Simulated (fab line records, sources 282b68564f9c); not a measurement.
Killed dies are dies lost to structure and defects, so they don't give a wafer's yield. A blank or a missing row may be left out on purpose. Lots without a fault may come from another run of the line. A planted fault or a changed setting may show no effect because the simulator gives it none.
Which tool did it? | flow rit_cmos | 7 lots, 21 wafers sampled, at 2 steps of a route of 202

WHAT THE GAUGES READ, wafer by wafer
RIT_SDANNEAL_RS_MEAS_04: measures by four-point-probe.
lot  | measured    | on            | PSD_RS (ohm/sq)
L894 | day 3 18:13 | film_metro-01 | 115.5 115.6 115.7
L902 | day 5 11:53 | film_metro-01 | 107.9 108.2 107.8
L904 | day 5 15:43 | film_metro-02 | 115.7 115.8 115.7
L906 | day 6 06:07 | film_metro-03 | 115.5 115.8 115.1
L908 | day 6 17:07 | film_metro-01 | 115.9 116.1 116.2
L911 | day 7 19:47 | film_metro-01 | 115.8 115.5 115.9
L914 | day 8 03:35 | film_metro-01 | 116.0 116.0 116.2

WHICH TOOL RAN EACH LOT (tool, then ch and the chambers of the sampled wafers, then the start)
lot  | RIT_PSD_IMPLANT_08
L894 | implanter-01 ch 0, day 3 17:25
L902 | implanter-04 ch 0, day 5 10:46
L904 | implanter-02 ch 0, day 5 14:54
L906 | implanter-02 ch 0, day 6 05:16
L908 | implanter-02 ch 0, day 6 16:17
L911 | implanter-04 ch 0, day 7 18:54
L914 | implanter-02 ch 0, day 8 02:45
- RIT_PSD_IMPLANT_08

THE ANSWER, worked out from the rows above alone
Rule: what is usual is taken from the lots themselves. Put in order of their means at a reading, lots are off if they are a third of the lots or fewer, leave a main group of 4 or more, and stand apart from it by a gap of 3 or more times the standard deviation of the main group's means; of several such gaps the widest counts. A main group whose means are all the same, to the digits that the tables above print for the reading, isn't used. A lot without any number at a reading at which 4 lots or more have one is off too. The other lots that the step has rows for count as sound.
Off: L902, at RIT_SDANNEAL_RS_MEAS_04 (PSD_RS). The main group: mean 115.8 ohm/sq, standard deviation 0.22.
A tool fits if, at a process step before that reading, it ran every lot that is off, and no sound lot after the first of them. The gauges at RIT_SDANNEAL_RS_MEAS_04 are tried like those tools. None of those tried fits.

WHAT THE SIMULATOR HAD PUT IN
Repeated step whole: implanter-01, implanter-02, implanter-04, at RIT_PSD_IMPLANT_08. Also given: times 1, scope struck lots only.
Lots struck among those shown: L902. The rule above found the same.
